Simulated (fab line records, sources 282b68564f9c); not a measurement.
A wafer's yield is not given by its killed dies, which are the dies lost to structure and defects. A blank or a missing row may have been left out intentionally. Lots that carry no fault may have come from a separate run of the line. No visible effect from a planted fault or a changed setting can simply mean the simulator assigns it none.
fab line records ; flow ritCmos
record lots=5; wafers=23
route steps=202 shown GATE@91 REOX@101 NLDD@105 PLDD@115 NSD@133 SDANNEAL@153 SILICIDE@162
startH: hours from the record's first day to the start of the lot's first wafer shown ; waitH: time in hours since the lot's previous step ; " identical to the entry in the row above ; L1.1+2: a single row standing in for several wafers ; - no value, or no start given ; * or withheld: withheld ; < > ~ a bound
route shown NAME@n: a module of which the file shows steps, and the number in the route of the first ; usual: mean and standard deviation over wafers with no fault ; same: alike in all rows ; chamber/n: place in a boat ; sites: the reading at each site ; _std_site: the standard deviation of these ; _edge_site: inner sites' mean taken away from outer sites' mean ; radiusMm: how far each site lies from the wafer's centre ; mask NAME#n: copy n ; behind: the most recent tool/chamber to have shaped the wafer ; hold: reason for holding the lot/hours on hold/outcome of the hold ; device: the transistor (n, p or np) that didn't switch ; end of line: the tests these same wafers got at the end of their route ; a step with no rows: only its recipe ; killed: at the first sort, the dies lost to defects and structure; wafer yield is something else ; map: a wafer's dies, x killed, . not, _ none there
set.NAME: the setting that was run; set.NAME@STEP: the one run at that earlier step ; model.NAME: the simulator's own value behind a step, which no gauge read
lots run with intentionally changed settings; tables by step, rows by wafer
## steps
# step RIT_GATE_DEVELOP_15
# recipe resist=NOVOLAK; developTimeS=50; devTempC=23
lot.wafer;tool;chamber;startH;waitH;set.developTimeS
L078.2+3+4+5+6;lithoTrack-03;0;-;-;50
L080.1+4+5;lithoTrack-02;0;-;-;50
L081.1+2+3+4+5;lithoTrack-02;0;-;-;50
L082.1+2;lithoTrack-03;0;-;-;50
L082.4+5+6;lithoTrack-03;0;-;-;54.68
L085.1+5+6;lithoTrack-01;0;-;-;52.21
L085.2+4;lithoTrack-01;0;-;-;50
# step RIT_GATE_CD_MEAS_16
# recipe targetCdNm=150
# usual cdNm=151.5/2.6
lot.wafer;tool;chamber;startH;waitH;set.developTimeS@GATE_DEVELOP_15;cdNm
L078.2;cdSem-01;-;58.83;-;50;150.1
L078.3;cdSem-01;-;58.83;-;50;149.7
L078.4;cdSem-01;-;58.83;-;50;148.1
L078.5;cdSem-01;-;58.83;-;50;151.8
L078.6;cdSem-01;-;58.83;-;50;151.6
L080.1;cdSem-01;-;73.66;-;50;149.9
L080.4;cdSem-01;-;73.66;-;50;149.4
L080.5;cdSem-01;-;73.66;-;50;147.9
L081.1;cdSem-01;-;74.61;-;50;149.0
L081.2;cdSem-01;-;74.61;-;50;148.3
L081.3;cdSem-01;-;74.61;-;50;147.5
L081.4;cdSem-01;-;74.61;-;50;150.7
L081.5;cdSem-01;-;74.61;-;50;147.1
L082.1;cdSem-02;-;76.23;-;50;153.6
L082.2;cdSem-02;-;76.23;-;50;150.8
L082.4;cdSem-02;-;76.23;-;54.68;138.7
L082.5;cdSem-02;-;76.23;-;54.68;135.2
L082.6;cdSem-02;-;76.23;-;54.68;137.2
L085.1;cdSem-02;-;97.70;-;52.21;144.3
L085.2;cdSem-02;-;97.70;-;50;152.0
L085.4;cdSem-02;-;97.70;-;50;153.3
L085.5;cdSem-02;-;97.70;-;52.21;146.0
L085.6;cdSem-02;-;97.70;-;52.21;146.9
# step RIT_GATE_HARDBAKE_18
# recipe resist=NOVOLAK; tempC=140; timeS=60
# step RIT_GATE_ETCH_19
# recipe chemistry=SF6/CHF3/O2; timeS=165; SF6_flow_sccm=30; CHF3_flow_sccm=30; O2_flow_sccm=5; target=poly-Si; pressureMtorr=40; rfW=160; targetDepthA=3125; overEtchFrac=0.25; stopOn=SiO2
# usual oesProductAu=0.842/0.012
lot.wafer;tool;chamber;startH;waitH;set.tempC@GATE_CVD_08;oesProductAu;model.GATE.featureDepthNm;model.etch.depthNm
L078.2;rieSi-02;1;59.11;0.1;619.6;0.972;306.1;306.1
L078.3;rieSi-02;3;59.11;0.1;619.6;0.975;308.8;308.8
L078.4;rieSi-02;2;59.11;0.1;619.6;0.968;305.8;305.8
L078.5;rieSi-02;2;59.11;0.1;619.6;0.963;305.4;305.4
L078.6;rieSi-02;3;59.11;0.1;619.6;0.977;307.7;307.7
L080.1;rieSi-02;1;73.97;0.1;610;0.843;246.5;246.5
L080.4;rieSi-02;0;73.97;0.1;610;0.825;245.5;245.5
L080.5;rieSi-02;3;73.97;0.1;610;0.825;244.3;244.3
L081.1;rieSi-02;0;74.92;0.1;599;0.701;187.7;187.7
L081.2;rieSi-02;3;74.92;0.1;599;0.691;188.9;188.9
L081.3;rieSi-02;1;74.92;0.1;599;0.708;187.4;187.4
L081.4;rieSi-02;1;74.92;0.1;599;0.707;187.8;187.8
L081.5;rieSi-02;3;74.92;0.1;599;0.690;186.4;186.4
L082.1;rieSi-02;1;76.54;0.1;610;0.845;247.9;247.9
L082.2;rieSi-02;3;76.54;0.1;610;0.835;246.3;246.3
L082.4;rieSi-02;3;76.54;0.1;610;0.827;247;247
L082.5;rieSi-02;1;76.54;0.1;610;0.838;247.1;247.1
L082.6;rieSi-02;0;76.54;0.1;610;0.838;247.4;247.4
L085.1;rieSi-01;2;98.01;0.1;601;0.737;200.9;200.9
L085.2;rieSi-01;0;98.01;0.1;601;0.720;200.2;200.2
L085.4;rieSi-01;1;98.01;0.1;601;0.764;200.1;200.1
L085.5;rieSi-01;3;98.01;0.1;601;0.730;199.2;199.2
L085.6;rieSi-01;2;98.01;0.1;601;0.740;200;200
# step RIT_GATE_STRIP_20
# recipe chemistry=O2; timeS=180; resist=NOVOLAK; platenTempC=withheld; powerW=500; pressureMtorr=4000; o2FlowSccm=4000
# step RIT_GATE_CD_MEAS_90
# recipe targetCdNm=150
# usual cdNm=151.6/2.5
lot.wafer;tool;chamber;startH;waitH;set.developTimeS@GATE_DEVELOP_15;cdNm
L078.2;cdSem-02;-;59.42;0.1;50;150.4
L078.3;cdSem-02;-;59.42;0.1;50;149.8
L078.4;cdSem-02;-;59.42;0.1;50;148.2
L078.5;cdSem-02;-;59.42;0.1;50;151.9
L078.6;cdSem-02;-;59.42;0.1;50;151.7
L080.1;cdSem-02;-;74.25;0.1;50;150.1
L080.4;cdSem-02;-;74.25;0.1;50;149.4
L080.5;cdSem-02;-;74.25;0.1;50;148.1
L081.1;cdSem-02;-;75.20;0.1;50;149.0
L081.2;cdSem-02;-;75.20;0.1;50;149.1
L081.3;cdSem-02;-;75.20;0.1;50;147.7
L081.4;cdSem-02;-;75.20;0.1;50;150.5
L081.5;cdSem-02;-;75.20;0.1;50;147.3
L082.1;cdSem-02;-;76.82;0.1;50;153.7
L082.2;cdSem-02;-;76.82;0.1;50;150.7
L082.4;cdSem-02;-;76.82;0.1;54.68;138.6
L082.5;cdSem-02;-;76.82;0.1;54.68;135.5
L082.6;cdSem-02;-;76.82;0.1;54.68;137.6
L085.1;cdSem-01;-;98.29;0.1;52.21;144.5
L085.2;cdSem-01;-;98.29;0.1;50;151.7
L085.4;cdSem-01;-;98.29;0.1;50;153.3
L085.5;cdSem-01;-;98.29;0.1;52.21;145.8
L085.6;cdSem-01;-;98.29;0.1;52.21;147.2
# step RIT_REOX_OXIDATION_03
# recipe tempC=900; ambient=O2; targetThkA=252; oxTimeS=5580
lot.wafer;tool;chamber;startH;waitH;set.oxTimeS;model.SiO2_of_REOX_OXIDATION_03.thkNm
L078.2;-;-;-;0.0;5257;24.29
L078.3+4;-;-;-;0.0;5257;24.03
L078.5;-;-;-;0.0;5257;24.06
L078.6;-;-;-;0.0;5257;23.98
L080.1;furnace-01;0;74.74;0.0;5580;25.68
L080.4;furnace-01;0;74.74;0.0;5580;25.49
L080.5;furnace-01;0;74.74;0.0;5580;25.43
L081.1;-;-;-;1.6;5173;24.3
L081.2;-;-;-;1.6;5173;24.43
L081.3;-;-;-;1.6;5173;23.91
L081.4;-;-;-;1.6;5173;24.07
L081.5;-;-;-;1.6;5173;23.94
L082.1;-;-;-;0.0;5008;23.35
L082.2;-;-;-;0.0;5008;23.82
L082.4;-;-;-;0.0;5008;23.29
L082.5;-;-;-;0.0;5008;23.89
L082.6;-;-;-;0.0;5008;23.36
L085.1;-;-;-;0.6;4995;22.55
L085.2;-;-;-;0.6;4995;22.66
L085.4;-;-;-;0.6;4995;22.7
L085.5+6;-;-;-;0.6;4995;22.87
# step RIT_NLDD_SOFTBAKE_02
# recipe resist=NOVOLAK; tempC=90; timeS=60
lot.wafer;tool;chamber;startH;waitH;set.tempC
L078.2+3+4;lithoTrack-02;0;63.04;0.1;90
L078.5+6;lithoTrack-02;0;63.04;0.1;87.44
L080.1+4+5;lithoTrack-01;0;77.65;0.1;90
L081.1+2;lithoTrack-01;0;80.24;0.1;88.67
L081.3+4+5;lithoTrack-01;0;80.24;0.1;90
L082.1+5+6;lithoTrack-04;0;80.24;0.1;90
L082.2+4;lithoTrack-04;0;80.24;0.1;86.48
L085.1+2+6;lithoTrack-04;0;102.30;0.1;86.51
L085.4+5;lithoTrack-04;0;102.30;0.1;90
# step RIT_NLDD_EXPOSE_03
# recipe maskId=M7; na=0.57; targetCdNm=40700; doseMj=250
# step RIT_NLDD_PEB_04
# recipe resist=NOVOLAK; tempC=withheld; timeS=withheld
# step RIT_NLDD_DEVELOP_05
# recipe resist=NOVOLAK; developTimeS=50; devTempC=23
lot.wafer;tool;chamber;startH;waitH;set.tempC@NLDD_SOFTBAKE_02;model.NOVOLAK_of_NLDD_COAT_01.thkNm
L078.2;lithoTrack-04;0;-;-;90;996
L078.3;lithoTrack-04;0;-;-;90;998.9
L078.4;lithoTrack-04;0;-;-;90;997.2
L078.5;lithoTrack-04;0;-;-;87.44;1007
L078.6;lithoTrack-04;0;-;-;87.44;1004
L080.1+5;lithoTrack-02;0;-;-;90;1001
L080.4;lithoTrack-02;0;-;-;90;998.6
L081.1;lithoTrack-01;0;-;-;88.67;1006
L081.2;lithoTrack-01;0;-;-;88.67;1005
L081.3;lithoTrack-01;0;-;-;90;1001
L081.4;lithoTrack-01;0;-;-;90;1000
L081.5;lithoTrack-01;0;-;-;90;1002
L082.1;lithoTrack-02;0;-;-;90;999.9
L082.2+4;lithoTrack-02;0;-;-;86.48;1010
L082.5;lithoTrack-02;0;-;-;90;1001
L082.6;lithoTrack-02;0;-;-;90;1000
L085.1+6;lithoTrack-04;0;-;-;86.51;1008
L085.2;lithoTrack-04;0;-;-;86.51;1006
L085.4;lithoTrack-04;0;-;-;90;997.8
L085.5;lithoTrack-04;0;-;-;90;997.4
# step RIT_PLDD_COAT_01
# recipe resist=NOVOLAK; spinRpm=3250; resistThkNm=1000
lot.wafer;tool;chamber;startH;waitH;set.resistThkNm;model.NOVOLAK_of_PLDD_COAT_01.thkNm
L078.2;lithoTrack-01;0;64.44;0.1;970.8;975.7
L078.3;lithoTrack-01;0;64.44;0.1;1000;1004
L078.4;lithoTrack-01;0;64.44;0.1;970.8;974.3
L078.5;lithoTrack-01;0;64.44;0.1;1000;1005
L078.6;lithoTrack-01;0;64.44;0.1;970.8;974.6
L080.1;lithoTrack-04;0;78.92;0.1;1000;995.4
L080.4;lithoTrack-04;0;78.92;0.1;1000;996.6
L080.5;lithoTrack-04;0;78.92;0.1;1000;999.5
L081.1;lithoTrack-03;0;81.51;0.1;1000;997.3
L081.2;lithoTrack-03;0;81.51;0.1;1000;1000
L081.3;lithoTrack-03;0;81.51;0.1;1000;999.5
L081.4;lithoTrack-03;0;81.51;0.1;1000;999.1
L081.5;lithoTrack-03;0;81.51;0.1;1000;999.3
L082.1+4;lithoTrack-03;0;81.96;0.1;1000;1001
L082.2+6;lithoTrack-03;0;81.96;0.1;1000;999.9
L082.5;lithoTrack-03;0;81.96;0.1;1000;999
L085.1;lithoTrack-04;0;103.78;0.1;1000;1007
L085.2;lithoTrack-04;0;103.78;0.1;1000;1006
L085.4;lithoTrack-04;0;103.78;0.1;974.9;981.9
L085.5;lithoTrack-04;0;103.78;0.1;1000;1005
L085.6;lithoTrack-04;0;103.78;0.1;974.9;981.5
# step RIT_PLDD_SOFTBAKE_02
# recipe resist=NOVOLAK; tempC=90; timeS=60
# step RIT_PLDD_EXPOSE_03
# recipe maskId=M8; na=0.57; targetCdNm=40900; doseMj=250
# step RIT_PLDD_DEVELOP_05
# recipe resist=NOVOLAK; developTimeS=50; devTempC=23
# step RIT_PLDD_HARDBAKE_07
# recipe resist=NOVOLAK; tempC=140; timeS=60
lot.wafer;tool;chamber;startH;waitH;set.resistThkNm@PLDD_COAT_01;model.NOVOLAK_of_PLDD_COAT_01.thkNm
L078.2;lithoTrack-01;0;65.17;0.0;970.8;862.5
L078.3;lithoTrack-01;0;65.17;0.0;1000;887
L078.4;lithoTrack-01;0;65.17;0.0;970.8;861.3
L078.5;lithoTrack-01;0;65.17;0.0;1000;888.5
L078.6;lithoTrack-01;0;65.17;0.0;970.8;861.6
L080.1;lithoTrack-01;0;79.65;0.0;1000;879.8
L080.4;lithoTrack-01;0;79.65;0.0;1000;880.7
L080.5;lithoTrack-01;0;79.65;0.0;1000;883.4
L081.1;lithoTrack-04;0;82.27;0.0;1000;881.4
L081.2;lithoTrack-04;0;82.27;0.0;1000;884.2
L081.3;lithoTrack-04;0;82.27;0.0;1000;883.4
L081.4;lithoTrack-04;0;82.27;0.0;1000;883
L081.5;lithoTrack-04;0;82.27;0.0;1000;883.2
L082.1;lithoTrack-04;0;82.69;0.0;1000;884.7
L082.2;lithoTrack-04;0;82.69;0.0;1000;883.7
L082.4;lithoTrack-04;0;82.69;0.0;1000;884.6
L082.5;lithoTrack-04;0;82.69;0.0;1000;882.8
L082.6;lithoTrack-04;0;82.69;0.0;1000;883.6
L085.1;lithoTrack-03;0;104.64;0.0;1000;889.6
L085.2;lithoTrack-03;0;104.64;0.0;1000;889
L085.4;lithoTrack-03;0;104.64;0.0;974.9;868
L085.5;lithoTrack-03;0;104.64;0.0;1000;888.2
L085.6;lithoTrack-03;0;104.64;0.0;974.9;867.6
# step RIT_PLDD_IMPLANT_08
# recipe species=BF2; energyKev=20; doseCm2=9e+14; tiltDeg=7
lot.wafer;tool;chamber;startH;waitH;set.doseCm2
L078.2+5;implanter-02;0;65.32;0.1;9e+14
L078.3+4+6;implanter-02;0;65.32;0.1;9.174e+14
L080.1+4+5;implanter-04;0;79.80;0.1;9e+14
L081.1+2+4;implanter-04;0;82.42;0.1;9e+14
L081.3+5;implanter-04;0;82.42;0.1;9.519e+14
L082.1+4+5;implanter-01;0;82.84;0.1;9.42e+14
L082.2+6;implanter-01;0;82.84;0.1;9e+14
L085.1+2+4+5+6;implanter-01;0;104.79;0.1;9e+14
# step RIT_NSD_SOFTBAKE_02
# recipe resist=NOVOLAK; tempC=90; timeS=60
lot.wafer;tool;chamber;startH;waitH;set.tempC
L078.2+3+5;lithoTrack-02;0;68.50;0.1;90
L078.4+6;lithoTrack-02;0;68.50;0.1;87.62
L080.1+4+5;lithoTrack-03;0;83.01;0.1;90
L081.1+5;lithoTrack-02;0;85.66;0.1;87.25
L081.2+3+4;lithoTrack-02;0;85.66;0.1;90
L082.1+2+4;lithoTrack-03;0;86.67;0.1;90
L082.5+6;lithoTrack-03;0;86.67;0.1;91.61
L085.1+2+4;lithoTrack-02;0;107.97;0.1;90
L085.5+6;lithoTrack-02;0;107.97;0.1;91.66
# step RIT_NSD_EXPOSE_03
# recipe maskId=M9; na=0.57; targetCdNm=40700; doseMj=250
# step RIT_NSD_PEB_04
# recipe resist=NOVOLAK; tempC=withheld; timeS=withheld
# step RIT_NSD_DEVELOP_05
# recipe resist=NOVOLAK; developTimeS=50; devTempC=23
lot.wafer;tool;chamber;startH;waitH;set.tempC@NSD_SOFTBAKE_02;model.NOVOLAK_of_NSD_COAT_01.thkNm
L078.2;lithoTrack-04;0;-;-;90;995.8
L078.3;lithoTrack-04;0;-;-;90;995.9
L078.4;lithoTrack-04;0;-;-;87.62;1002
L078.5;lithoTrack-04;0;-;-;90;999.5
L078.6;lithoTrack-04;0;-;-;87.62;1003
L080.1;lithoTrack-02;0;-;-;90;997.6
L080.4;lithoTrack-02;0;-;-;90;996
L080.5;lithoTrack-02;0;-;-;90;999.2
L081.1+5;lithoTrack-03;0;-;-;87.25;1009
L081.2+4;lithoTrack-03;0;-;-;90;1002
L081.3;lithoTrack-03;0;-;-;90;1003
L082.1;lithoTrack-04;0;-;-;90;1002
L082.2;lithoTrack-04;0;-;-;90;1001
L082.4;lithoTrack-04;0;-;-;90;999.6
L082.5;lithoTrack-04;0;-;-;91.61;997.7
L082.6;lithoTrack-04;0;-;-;91.61;994.6
L085.1;lithoTrack-03;0;-;-;90;1007
L085.2;lithoTrack-03;0;-;-;90;1005
L085.4;lithoTrack-03;0;-;-;90;1003
L085.5;lithoTrack-03;0;-;-;91.66;1003
L085.6;lithoTrack-03;0;-;-;91.66;1001
# step RIT_NSD_IMPLANT_08
# recipe species=P; energyKev=25; doseCm2=1e+15; tiltDeg=7
lot.wafer;tool;chamber;startH;waitH;set.doseCm2
L078.2+4+5;implanter-02;0;69.24;0.1;1e+15
L078.3+6;implanter-02;0;69.24;0.1;9.485e+14
L080.1+4+5;implanter-04;0;83.75;0.1;1e+15
L081.1+3;implanter-04;0;86.40;0.1;1.061e+15
L081.2+4+5;implanter-04;0;86.40;0.1;1e+15
L082.1+2+5;implanter-02;0;87.53;0.1;1.072e+15
L082.4+6;implanter-02;0;87.53;0.1;1e+15
L085.1+4+5;implanter-02;0;108.70;0.1;9.466e+14
L085.2+6;implanter-02;0;108.70;0.1;1e+15
# step RIT_NSD_STRIP_09
# recipe chemistry=O2; timeS=180; resist=NOVOLAK; platenTempC=withheld; powerW=500; pressureMtorr=4000; o2FlowSccm=4000
# step RIT_NSD_TW_MEAS_10
# usual NSD_TW=3108/17
lot.wafer;tool;chamber;startH;waitH;set.doseCm2@NSD_IMPLANT_08;NSD_TW
L078.2;filmMetro-01;-;69.55;0.1;1e+15;3112
L078.3;filmMetro-01;-;69.55;0.1;9.485e+14;3074
L078.4;filmMetro-01;-;69.55;0.1;1e+15;3121
L078.5;filmMetro-01;-;69.55;0.1;1e+15;3099
L078.6;filmMetro-01;-;69.55;0.1;9.485e+14;3074
L080.1;filmMetro-01;-;84.08;0.1;1e+15;3086
L080.4;filmMetro-01;-;84.08;0.1;1e+15;3082
L080.5;filmMetro-01;-;84.08;0.1;1e+15;3095
L081.1;filmMetro-01;-;86.72;0.1;1.061e+15;3160
L081.2;filmMetro-01;-;86.72;0.1;1e+15;3111
L081.3;filmMetro-01;-;86.72;0.1;1.061e+15;3140
L081.4;filmMetro-01;-;86.72;0.1;1e+15;3101
L081.5;filmMetro-01;-;86.72;0.1;1e+15;3094
L082.1;filmMetro-01;-;87.85;0.1;1.072e+15;3135
L082.2;filmMetro-01;-;87.85;0.1;1.072e+15;3153
L082.4;filmMetro-01;-;87.85;0.1;1e+15;3091
L082.5;filmMetro-01;-;87.85;0.1;1.072e+15;3151
L082.6;filmMetro-01;-;87.85;0.1;1e+15;3095
L085.1;filmMetro-01;-;109.03;0.1;9.466e+14;3108
L085.2;filmMetro-01;-;109.03;0.1;1e+15;3147
L085.4;filmMetro-01;-;109.03;0.1;9.466e+14;3102
L085.5;filmMetro-01;-;109.03;0.1;9.466e+14;3083
L085.6;filmMetro-01;-;109.03;0.1;1e+15;3129
# step RIT_SDANNEAL_CLEAN_00
# recipe chemistry=SC1; mix=3:3:50; timeS=600; tempC=75
lot.wafer;tool;chamber;startH;waitH;set.tempC
L078.2+3+4+5+6;-;-;-;0.0;76.95
L080.1+4+5;wetBench-04;3;85.66;0.1;75
L081.1+2+3+4+5;-;-;-;0.1;78.2
L082.1+2+4+5+6;-;-;-;0.1;72.48
L085.1+2+4+5+6;-;-;-;0.1;75
# step RIT_SDANNEAL_CLEAN_01
# recipe chemistry=dHF; dilution=50:1; timeS=30
# step RIT_SDANNEAL_CLEAN_02
# recipe chemistry=SC2; mix=3:3:50; timeS=600; tempC=75; dry=n2Spin
# step RIT_SDANNEAL_RTA_03
# recipe tempC=1050; timeS=5; idleTempC=600; rampUpCPerS=342; rampDownCPerS=171; coolToC=600; ambient=N2
# step RIT_SDANNEAL_RS_MEAS_05
# recipe thkMeasGauge=four-point-probe
# usual NSD_RS=84.6/0.31
lot.wafer;tool;chamber;startH;waitH;set.doseCm2@NSD_IMPLANT_08;NSD_RS[ohm/sq]
L078.2;filmMetro-01;-;71.74;0.1;1e+15;84.6
L078.3;filmMetro-01;-;71.74;0.1;9.485e+14;88.2
L078.4;filmMetro-01;-;71.74;0.1;1e+15;84.6
L078.5;filmMetro-01;-;71.74;0.1;1e+15;84.6
L078.6;filmMetro-01;-;71.74;0.1;9.485e+14;88.1
L080.1;filmMetro-02;-;86.24;0.1;1e+15;85.1
L080.4;filmMetro-02;-;86.24;0.1;1e+15;84.8
L080.5;filmMetro-02;-;86.24;0.1;1e+15;84.6
L081.1;filmMetro-01;-;88.77;0.1;1.061e+15;80.5
L081.2;filmMetro-01;-;88.77;0.1;1e+15;84.6
L081.3;filmMetro-01;-;88.77;0.1;1.061e+15;80.6
L081.4;filmMetro-01;-;88.77;0.1;1e+15;84.5
L081.5;filmMetro-01;-;88.77;0.1;1e+15;84.1
L082.1;filmMetro-04;-;90.02;0.1;1.072e+15;80.3
L082.2;filmMetro-04;-;90.02;0.1;1.072e+15;80.0
L082.4;filmMetro-04;-;90.02;0.1;1e+15;84.6
L082.5;filmMetro-04;-;90.02;0.1;1.072e+15;80.3
L082.6;filmMetro-04;-;90.02;0.1;1e+15;84.4
L085.1;filmMetro-02;-;111.06;0.1;9.466e+14;88.1
L085.2;filmMetro-02;-;111.06;0.1;1e+15;84.5
L085.4;filmMetro-02;-;111.06;0.1;9.466e+14;88.5
L085.5;filmMetro-02;-;111.06;0.1;9.466e+14;88.0
L085.6;filmMetro-02;-;111.06;0.1;1e+15;84.8
# step RIT_SDANNEAL_RS_MEAS_06
# recipe thkMeasGauge=four-point-probe
# usual PLDD_RS=178.5/0.37
lot.wafer;tool;chamber;startH;waitH;set.doseCm2@PLDD_IMPLANT_08;PLDD_RS[ohm/sq]
L078.2;filmMetro-01;-;71.86;0.1;9e+14;179.0
L078.3;filmMetro-01;-;71.86;0.1;9.174e+14;177.2
L078.4;filmMetro-01;-;71.86;0.1;9.174e+14;177.1
L078.5;filmMetro-01;-;71.86;0.1;9e+14;178.3
L078.6;filmMetro-01;-;71.86;0.1;9.174e+14;177.0
L080.1;filmMetro-02;-;86.36;0.1;9e+14;178.1
L080.4;filmMetro-02;-;86.36;0.1;9e+14;178.4
L080.5;filmMetro-02;-;86.36;0.1;9e+14;178.1
L081.1;filmMetro-01;-;88.89;0.1;9e+14;177.8
L081.2;filmMetro-01;-;88.89;0.1;9e+14;178.5
L081.3;filmMetro-01;-;88.89;0.1;9.519e+14;173.9
L081.4;filmMetro-01;-;88.89;0.1;9e+14;178.0
L081.5;filmMetro-01;-;88.89;0.1;9.519e+14;174.0
L082.1;filmMetro-04;-;90.14;0.1;9.42e+14;174.7
L082.2;filmMetro-04;-;90.14;0.1;9e+14;178.8
L082.4;filmMetro-04;-;90.14;0.1;9.42e+14;174.8
L082.5;filmMetro-04;-;90.14;0.1;9.42e+14;174.8
L082.6;filmMetro-04;-;90.14;0.1;9e+14;178.1
L085.1;filmMetro-02;-;111.18;0.1;9e+14;178.5
L085.2;filmMetro-02;-;111.18;0.1;9e+14;178.5
L085.4;filmMetro-02;-;111.18;0.1;9e+14;178.4
L085.5;filmMetro-02;-;111.18;0.1;9e+14;178.9
L085.6;filmMetro-02;-;111.18;0.1;9e+14;178.7
# step RIT_SILICIDE_SPUTTER_01
# recipe material=Ti; targetThkNm=30; powerW=350; chamberPressurePa=0.667; gas=Ar; timeS=240; substrateTempC=25
lot.wafer;tool;chamber;startH;waitH;set.chamberPressurePa
L078.2+3+4+5+6;pvdSputter-03;-;72.09;0.0;0.695
L080.1+4+5;pvdSputter-03;-;86.61;0.0;0.667
L081.1+2+3+4+5;pvdSputter-01;-;89.14;0.0;0.7024
L082.1+2+4+5+6;pvdSputter-03;-;90.39;0.0;0.7554
L085.1+2+4+5+6;pvdSputter-04;-;111.43;0.0;0.7014
# step RIT_SILICIDE_RS_MEAS_02
# recipe thkMeasGauge=four-point-probe; reads=Ti_of_SILICIDE_SPUTTER_01
# usual SILICIDE_TI_RS=47.5/0.65
lot.wafer;tool;chamber;startH;waitH;set.chamberPressurePa@SILICIDE_SPUTTER_01;SILICIDE_TI_RS[ohm/sq]
L078.2;filmMetro-01;-;72.26;0.1;0.695;52.1
L078.3;filmMetro-01;-;72.26;0.1;0.695;52.5
L078.4;filmMetro-01;-;72.26;0.1;0.695;51.9
L078.5;filmMetro-01;-;72.26;0.1;0.695;52.4
L078.6;filmMetro-01;-;72.26;0.1;0.695;52.0
L080.1;filmMetro-03;-;86.76;0.1;0.667;48.0
L080.4;filmMetro-03;-;86.76;0.1;0.667;47.9
L080.5;filmMetro-03;-;86.76;0.1;0.667;48.7
L081.1;filmMetro-04;-;89.29;0.1;0.7024;53.4
L081.2;filmMetro-04;-;89.29;0.1;0.7024;53.2
L081.3;filmMetro-04;-;89.29;0.1;0.7024;52.4
L081.4;filmMetro-04;-;89.29;0.1;0.7024;53.0
L081.5;filmMetro-04;-;89.29;0.1;0.7024;53.4
L082.1;filmMetro-01;-;90.54;0.1;0.7554;63.5
L082.2;filmMetro-01;-;90.54;0.1;0.7554;63.0
L082.4;filmMetro-01;-;90.54;0.1;0.7554;62.8
L082.5;filmMetro-01;-;90.54;0.1;0.7554;62.8
L082.6;filmMetro-01;-;90.54;0.1;0.7554;63.4
L085.1;filmMetro-04;-;111.58;0.1;0.7014;53.6
L085.2;filmMetro-04;-;111.58;0.1;0.7014;53.4
L085.4;filmMetro-04;-;111.58;0.1;0.7014;53.7
L085.5;filmMetro-04;-;111.58;0.1;0.7014;52.9
L085.6;filmMetro-04;-;111.58;0.1;0.7014;54.0
## key
split step=RIT_GATE_DEVELOP_15; setting=developTimeS; stated=50; by=wafer
response step=RIT_GATE_CD_MEAS_16; reading=cdNm; change=-1.61; per=1%; r=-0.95
response step=RIT_GATE_CD_MEAS_90; reading=cdNm; change=-1.59; per=1%; r=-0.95
split step=RIT_REOX_OXIDATION_03; setting=oxTimeS; stated=5580; by=lot
response step=RIT_REOX_OXIDATION_03; reading=model.SiO2_of_REOX_OXIDATION_03.thkNm; change=+0.23; per=1%; r=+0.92
split step=RIT_NLDD_SOFTBAKE_02; setting=tempC; stated=90; by=wafer
response step=RIT_NLDD_DEVELOP_05; reading=model.NOVOLAK_of_NLDD_COAT_01.thkNm; change=-2.55; per=1%; r=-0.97
split step=RIT_PLDD_COAT_01; setting=resistThkNm; stated=1000; by=wafer
response step=RIT_PLDD_COAT_01; reading=model.NOVOLAK_of_PLDD_COAT_01.thkNm; change=+9.94; per=1%; r=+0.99
response step=RIT_PLDD_HARDBAKE_07; reading=model.NOVOLAK_of_PLDD_COAT_01.thkNm; change=+8.7; per=1%; r=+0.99
split step=RIT_PLDD_IMPLANT_08; setting=doseCm2; stated=9e+14; by=wafer
response step=RIT_SDANNEAL_RS_MEAS_06; reading=PLDD_RS; change=-0.752; per=1%; r=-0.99
split step=RIT_NSD_SOFTBAKE_02; setting=tempC; stated=90; by=wafer
response step=RIT_NSD_DEVELOP_05; reading=model.NOVOLAK_of_NSD_COAT_01.thkNm; change=-2.11; per=1%; r=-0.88
split step=RIT_NSD_IMPLANT_08; setting=doseCm2; stated=1e+15; by=wafer
response step=RIT_NSD_TW_MEAS_10; reading=NSD_TW; change=+7.51; per=1%; r=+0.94
response step=RIT_SDANNEAL_RS_MEAS_05; reading=NSD_RS; change=-0.635; per=1%; r=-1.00
split step=RIT_SDANNEAL_CLEAN_00; setting=tempC; stated=75; by=lot
response none clear
split step=RIT_SILICIDE_SPUTTER_01; setting=chamberPressurePa; stated=0.667; by=lot
response step=RIT_SILICIDE_RS_MEAS_02; reading=SILICIDE_TI_RS; change=+1.16; per=1%; r=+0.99
split outsideThisFile step=RIT_GATE_CVD_08 setting=tempC
# split outsideThisFile: this setting was split too, and the file shows its column; the key of that split is in another file
